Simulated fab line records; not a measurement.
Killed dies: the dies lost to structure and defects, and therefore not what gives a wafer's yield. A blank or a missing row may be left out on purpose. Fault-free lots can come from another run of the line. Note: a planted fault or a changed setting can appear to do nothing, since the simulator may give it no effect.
Which tool did it? | flow rit_cmos | Sampling: 14 lots, 42 wafers, 4 of 202 route steps

== WHAT THE GAUGES READ, wafer by wafer ==
RIT_GATE_CD_MEAS_90: target cd 150 nm.
lot  | measured    | on        | cd_nm (nm)
L509 | day 2 14:30 | cd_sem-01 | 150.0 149.3 147.3
L510 | day 2 21:16 | cd_sem-01 | 145.9 148.0 145.0
L511 | day 3 00:47 | cd_sem-01 | 147.4 146.0 145.5
L513 | day 3 15:28 | cd_sem-01 | 149.3 152.8 152.0
L514 | day 3 16:53 | cd_sem-02 | 150.0 148.8 150.7
L515 | day 3 20:26 | cd_sem-02 | 147.8 148.4 148.4
L516 | day 4 02:50 | cd_sem-02 | 148.1 147.1 148.7
L517 | day 4 09:40 | cd_sem-02 | 150.9 148.7 149.0
L519 | day 4 18:29 | cd_sem-02 | 155.7 151.8 153.6
L523 | day 5 17:58 | cd_sem-01 | - - -
L524 | day 6 03:19 | cd_sem-01 | - - -
L529 | day 6 23:14 | cd_sem-01 | 149.8 151.0 149.7
L530 | day 7 07:52 | cd_sem-02 | 148.4 150.6 149.2
L532 | day 7 15:28 | cd_sem-01 | 146.4 148.0 143.3

RIT_CONTACT_CD_MEAS_90: target cd 1000 nm.
lot  | measured    | on        | cd_nm (nm)
L509 | day 3 06:25 | cd_sem-02 | 998.9 999.3 1001.5
L510 | day 3 12:07 | cd_sem-02 | 999.0 999.7 1001.8
L511 | day 3 16:02 | cd_sem-02 | 999.7 999.4 998.9
L513 | day 4 07:43 | cd_sem-01 | 1000.2 1000.2 999.2
L514 | day 4 09:28 | cd_sem-02 | 997.3 995.9 998.8
L515 | day 4 11:27 | cd_sem-02 | 999.2 998.2 999.2
L516 | day 4 18:02 | cd_sem-01 | 999.1 997.1 1001.1
L517 | day 5 01:27 | cd_sem-01 | 1002.2 1001.5 999.6
L519 | day 5 14:28 | cd_sem-01 | 1002.1 1001.9 1000.5
L529 | day 7 15:22 | cd_sem-02 | 1002.9 1000.0 1002.9
L530 | day 8 00:00 | cd_sem-01 | 1001.3 1000.8 1001.0
L532 | day 8 07:50 | cd_sem-02 | 1002.0 1001.0 1002.4

RIT_M1_OVL_MEAS_10.
lot  | measured    | on         | M1_OVL (nm)
L509 | day 3 08:29 | overlay-01 | -1.9 -0.8 -1.4
L510 | day 3 14:02 | overlay-02 | -0.8 -1.1 -0.9
L511 | day 3 17:59 | overlay-01 | 0.1 1.7 0.9
L513 | day 4 09:52 | overlay-02 | 0.9 0.3 0.6
L514 | day 4 11:24 | overlay-02 | -0.2 1.2 -0.6
L515 | day 4 13:31 | overlay-02 | -2.5 -2.7 -1.7
L516 | day 4 20:06 | overlay-02 | -1.2 0.2 0.4
L517 | day 5 03:44 | overlay-01 | -0.5 -1.7 -1.1
L519 | day 5 16:27 | overlay-02 | 0.4 -0.7 1.0
L529 | day 7 17:19 | overlay-01 | 1.7 2.9 2.1
L530 | day 8 02:14 | overlay-02 | -1.0 -1.8 -2.0
L532 | day 8 09:53 | overlay-02 | -0.6 -0.5 -1.0

== WHAT TOOL EACH LOT RAN ON (gives the tool, then ch and the chambers of the sampled wafers, and finally the start) ==
lot  | RIT_GATE_ETCH_19
L509 | rie_si-01 ch 0,2,3, day 2 14:13
L510 | rie_si-02 ch 1,2,3, day 2 20:58
L511 | rie_si-01 ch 0,2,3, day 3 00:31
L513 | rie_si-01 ch 2,3, day 3 15:11
L514 | rie_si-02 ch 2,3, day 3 16:35
L515 | rie_si-01 ch 0,1, day 3 20:09
L516 | rie_si-02 ch 1,2, day 4 02:33
L517 | rie_si-01 ch 1,2,3, day 4 09:20
L519 | rie_si-01 ch 0,1,3, day 4 18:12
L523 | rie_si-01 ch 1,2, day 5 17:40
L524 | rie_si-02 ch 0,1,3, day 6 02:59
L529 | rie_si-01 ch 0,3, day 6 22:56
L530 | rie_si-02 ch 0,2,3, day 7 07:35
L532 | rie_si-02 ch 0,2,3, day 7 15:09
- RIT_GATE_ETCH_19: etches poly-Si in SF6/CHF3/O2, stops on SiO2, time 165 s, target depth 312.5 nm.

== AS READ BY THE TOOLS THEMSELVES (means over the sampled wafers that have a number; for cases with no such wafer, the mark the record gives instead) ==
RIT_GATE_ETCH_19.
lot  | tool      | CHF3_flow_sccm (sccm) | O2_flow_sccm (sccm) | drypump_motor_current_A (A) | oes_product_au (a.u.) | throttle_valve_pct (%)
L509 | rie_si-01 | 29.97                 | 5.013               | 5.4                         | 0.859                 | 10.29
L510 | rie_si-02 | 30.04                 | 4.999               | 5.7                         | 0.855                 | 10.15
L511 | rie_si-01 | 30.02                 | 5.011               | 5.4                         | 0.864                 | 10.29
L513 | rie_si-01 | 29.95                 | 4.998               | 5.3                         | 0.862                 | 10.30
L514 | rie_si-02 | 29.98                 | 5.007               | 5.7                         | 0.854                 | 10.12
L515 | rie_si-01 | 29.95                 | 4.994               | 5.9                         | 0.848                 | 10.47
L516 | rie_si-02 | 30.03                 | 4.999               | 5.6                         | 0.848                 | 10.18
L517 | rie_si-01 | 29.91                 | 4.994               | 5.6                         | 0.851                 | 10.40
L519 | rie_si-01 | 30.01                 | 5.001               | 5.7                         | 0.846                 | 10.38
L523 | rie_si-01 | -                     | -                   | -                           | -                     | -
L524 | rie_si-02 | -                     | -                   | -                           | -                     | -
L529 | rie_si-01 | 30.03                 | 5.019               | 5.6                         | 0.836                 | 10.30
L530 | rie_si-02 | 29.90                 | 4.993               | 5.8                         | 0.862                 | 10.22
L532 | rie_si-02 | 30.06                 | 5.001               | 5.8                         | 0.863                 | 10.22

== THE ANSWER, worked out from the rows above alone ==
Rule: the usual values come from the lots themselves. The widest of any qualifying gaps counts: lots, ordered by their means at a reading, are off when they make up no more than a third of the lots, leave a main group of 4 or more, and stand apart from it by 3 or more times the standard deviation of that group's means. A main group whose means are all the same, to the digits that the tables above print for the reading, isn't used. Also off: a lot with no number at a reading for which 4 or more lots have one. The other lots that the step has rows for count as sound. First the gauges in route order, then the tools' own readings, where a lot's mean is used as printed above. At the first step where some lot is off, the reading lying furthest off is the one used; lots without a number count as furthest.
Off: L523, L524, at RIT_GATE_CD_MEAS_90 (cd_nm). Without a number there: L523, L524. Mean 149.0 nm and standard deviation 2.2 in the main group.
If a tool, at a process step before that reading, ran all the lots that are off and no sound lot after the first of them, it fits. Not tried: the gauges at RIT_GATE_CD_MEAS_90; whatever is off there is also off at RIT_GATE_ETCH_19, on other tools, and gauge error can't account for it. Not one of the candidates tried fits.

== WHAT THE SIMULATOR PUT IN ==
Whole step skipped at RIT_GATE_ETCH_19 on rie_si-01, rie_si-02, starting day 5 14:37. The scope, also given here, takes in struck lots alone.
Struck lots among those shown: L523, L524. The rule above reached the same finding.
